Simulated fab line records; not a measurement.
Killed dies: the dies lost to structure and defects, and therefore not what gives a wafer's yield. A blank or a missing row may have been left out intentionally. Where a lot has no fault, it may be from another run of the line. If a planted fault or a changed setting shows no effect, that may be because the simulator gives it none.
One fault seen from 2 desks ; flow rit-cmos ; every desk sees just its own numbers, and what lay behind them comes last

== THE METROLOGY DESK ==
What the gauges read for every lot (on any tool): the sampled wafers with a number, averaged. Marked OUT: a lot whose mean sits more than 4 standard deviations from the usual mean, which makes it out of limits; the brackets give that distance.
Columns: A = cd-nm at RIT_M1_CD_MEAS_90, usual 2602.0 nm
lot;first seen here;A
L154;day 3 08:28;2604.1
L155;day 3 12:18;2601.4
L156;day 3 17:56;2605.3
L157;day 3 22:53;2599.5
L158;day 4 04:49;2599.6
L159;day 4 12:28;2601.8
L160;day 4 14:02;2600.8
L161;day 4 18:43;2601.6
L162;day 5 02:33;2598.8
L167;day 6 05:31;2594.8
L170;day 6 16:24;2599.1
L174;day 7 12:13;2602.4
L175;day 7 15:37;2601.9
L177;day 8 03:19;2606.2
Finding of this desk: none of the 14 lots has anything out of limits.

== FOR THE TOOL OWNER'S DESK: rie-metal-02 ==
The tool's own readings at RIT_M1_METAL_ETCH_12 (etches Al in Cl2/BCl3, stops on SiO2, time 165 s, target depth 600 nm): means of the sampled wafers that have a number, for each lot that ran on this tool. Marked OUT: a lot whose mean sits more than 4 standard deviations from the usual mean, which makes it out of limits; the brackets give that distance.
Columns: A = drypump-motor-current-A at RIT_M1_METAL_ETCH_12, usual 5.6 A; B = oes-product-au at RIT_M1_METAL_ETCH_12, usual 0.769 a.u.; C = rf-fwd-power-W at RIT_M1_METAL_ETCH_12, usual 249.1 W; D = throttle-valve-pct at RIT_M1_METAL_ETCH_12, usual 8.32 %
lot;first seen here;A;B;C;D
L155;day 3 11:44;5.3;0.753;249.1;8.26
L158;day 4 04:18;5.3;0.761;248.5;8.26
L161;day 4 18:12;5.2;0.769;249.5;8.27
L167;day 6 05:00;5.2;0.766;268.4 (+26) OUT;8.26
L170;day 6 15:43;5.2;0.769;269.3 (+28) OUT;8.26
This desk's verdict: out of limits on L167, L170, starting with L167 at day 6 05:00 (rf-fwd-power-W at RIT_M1_METAL_ETCH_12). L155, L158, L161: within limits.

== PUT TOGETHER ==
At day 6 05:00, on L167, L170, the tool owner's desk was in a position to raise an alarm.
From the metrology desk's view, nothing was out of limits.
The metrology desk holds a record of L167, L170, inside its limits.
RIT_M1_METAL_ETCH_12 was run on rie-metal-02 by each of the lots named.

== WHAT THE SIMULATOR PUT IN ==
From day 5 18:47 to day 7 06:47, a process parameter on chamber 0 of rie-metal-02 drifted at RIT_M1_METAL_ETCH_12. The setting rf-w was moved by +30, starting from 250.
Lots struck among those shown: L167, L170.
Each desk's first reading out of limits, in hours after the fault started: the tool owner's desk, 10.
